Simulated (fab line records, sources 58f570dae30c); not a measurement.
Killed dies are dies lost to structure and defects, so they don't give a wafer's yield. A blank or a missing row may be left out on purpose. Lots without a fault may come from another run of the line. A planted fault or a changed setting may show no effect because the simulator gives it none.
One fault seen from 2 desks | flow berkeley_cmos170 | each desk has only its own numbers; what lay behind them comes last

THE TOOL OWNER'S DESK: rie_metal-02
The tool's own readings at UCB170_M1_METAL_ETCH_12 (etches Al in Cl2/BCl3, stops on PSG, target depth 780 nm, time 130 s): means of the sampled wafers that have a number, for each lot that ran on this tool. A lot is out of limits, marked OUT, if its mean lies more than 4 standard deviations from the usual mean; the brackets give that distance.
Columns: A = bias_w at UCB170_M1_METAL_ETCH_12, usual 120.0 W; B = drypump_motor_current_A at UCB170_M1_METAL_ETCH_12, usual 5.7 A; C = oes_product_au at UCB170_M1_METAL_ETCH_12, usual 0.851 a.u.; D = throttle_valve_pct at UCB170_M1_METAL_ETCH_12, usual 24.27 %
lot  | first seen here | A     | B   | C     | D
L585 | day 8 22:19     | 119.9 | 5.8 | 0.838 | 24.37
L587 | day 9 00:03     | 119.9 | 5.7 | 0.832 | 24.45
L589 | day 9 17:22     | 120.3 | 5.6 | 0.829 | 24.52
L592 | day 9 22:26     | 119.9 | 5.8 | 0.842 | 24.38
L594 | day 10 14:20    | 119.6 | 5.8 | 0.843 | 24.38
L604 | day 13 11:19    | 119.8 | 5.9 | 0.851 | 24.29
L603 | day 13 15:29    | 119.7 | 5.9 | 0.856 | 24.29
This desk's finding: nothing out of limits on any of the 7 lots.

THE METROLOGY DESK
What the gauges read, lot by lot, whatever tool the lot ran on: means of the sampled wafers that have a number. A lot is out of limits, marked OUT, if its mean lies more than 4 standard deviations from the usual mean; the brackets give that distance.
Columns: A = CONTACT_PSG_THK at UCB170_CONTACT_THK_MEAS_02, usual 699 nm; B = cd_nm at UCB170_M1_CD_MEAS_90, usual 700.3 nm
lot  | first seen here | A   | B
L585 | day 8 17:05     | 698 | 697.4
L586 | day 8 18:43     | 689 | 701.6
L587 | day 8 18:43     | 687 | 698.5
L588 | day 8 18:43     | 700 | 699.1
L589 | day 9 13:03     | 705 | 701.4
L590 | day 9 13:03     | 698 | 700.1
L591 | day 9 13:11     | 696 | 698.0
L592 | day 9 18:11     | 702 | 707.1
L594 | day 10 10:29    | 702 | 706.0
L595 | day 10 10:43    | 703 | 701.1
L599 | day 11 09:59    | 693 | 699.3
L602 | day 11 23:17    | 694 | 698.9
L604 | day 13 02:14    | 699 | 702.7
L603 | day 13 07:41    | 693 | 701.3
This desk's finding: nothing out of limits on any of the 14 lots.

PUT TOGETHER
The tool owner's desk saw nothing out of limits.
The metrology desk saw nothing out of limits.

WHAT THE SIMULATOR HAD PUT IN
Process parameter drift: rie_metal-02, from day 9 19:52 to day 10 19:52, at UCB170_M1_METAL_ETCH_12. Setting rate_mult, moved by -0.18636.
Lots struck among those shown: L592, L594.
